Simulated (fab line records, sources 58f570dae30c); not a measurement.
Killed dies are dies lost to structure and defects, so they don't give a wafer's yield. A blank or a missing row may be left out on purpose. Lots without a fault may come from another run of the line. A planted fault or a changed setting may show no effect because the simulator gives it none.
One fault seen from 2 desks | flow berkeley_cmos170 | each desk has only its own numbers; what lay behind them comes last

THE METROLOGY DESK
What the gauges read, lot by lot, whatever tool the lot ran on: means of the sampled wafers that have a number. A lot is out of limits, marked OUT, if its mean lies more than 4 standard deviations from the usual mean; the brackets give that distance.
Columns: A = V1_BOW at UCB170_V1_BOW_MEAS_03, usual 18 um; B = cd_nm at UCB170_V1_CD_MEAS_12, usual 699.8 nm; C = M3_OVL at UCB170_M3_OVL_MEAS_16, usual -1 nm
lot  | first seen here | A  | B                | C
L388 | day 8 08:56     | 13 | 697.5            | -8
L389 | day 8 08:56     | 17 | 699.1            | -8
L391 | day 9 06:13     | 18 | 698.7            | 3
L390 | day 9 07:31     | 15 | 702.2            | -1
L392 | day 9 08:56     | 12 | 698.2            | 1
L395 | day 9 16:03     | 19 | 701.2            | 3
L404 | day 12 10:18    | 27 | 699.3            | 2
L402 | day 12 11:40    | 22 | 705.0 (+4.0) OUT | -1
L409 | day 13 20:47    | 20 | 699.4            | -6
L407 | day 14 04:53    | 11 | 698.6            | -4
L406 | day 14 05:11    | 21 | 699.8            | 4
L408 | day 14 06:13    | 21 | 700.2            | -8
This desk's finding: out of limits on L402; first on L402, day 12 12:59 (cd_nm at UCB170_V1_CD_MEAS_12). In limits: L388, L389, L391, L390, L392, L395, L404, L409, L407, L406, L408.

THE TOOL OWNER'S DESK: krf_scanner-02
The tool's own readings at UCB170_V1_EXPOSE_09 (exposes mask VIA1, target cd 700 nm): means of the sampled wafers that have a number, for each lot that ran on this tool. A lot is out of limits, marked OUT, if its mean lies more than 4 standard deviations from the usual mean; the brackets give that distance.
Columns: A = exposure_dose_mJ_cm2 at UCB170_V1_EXPOSE_09, usual 37.00
lot  | first seen here | A
L389 | day 8 11:05     | 36.96
L388 | day 8 11:13     | 37.04
L391 | day 9 08:11     | 37.00
L395 | day 9 17:14     | 37.00
L402 | day 12 12:36    | 36.20 (-20) OUT
This desk's finding: out of limits on L402; first on L402, day 12 12:36 (exposure_dose_mJ_cm2 at UCB170_V1_EXPOSE_09). In limits: L389, L388, L391, L395.

PUT TOGETHER
The tool owner's desk could have raised an alarm at day 12 12:36, on L402.
The metrology desk could have raised an alarm at day 12 12:59, on L402.
Of the lots named, all ran UCB170_V1_EXPOSE_09 on krf_scanner-02.

WHAT THE SIMULATOR HAD PUT IN
Process parameter drift: krf_scanner-02, from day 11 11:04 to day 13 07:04, at UCB170_V1_EXPOSE_09. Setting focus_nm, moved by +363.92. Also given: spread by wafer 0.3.
Lots struck among those shown: L402.
Hours from the fault's start to each desk's first reading out of limits: the tool owner's desk, 26; the metrology desk, 26.
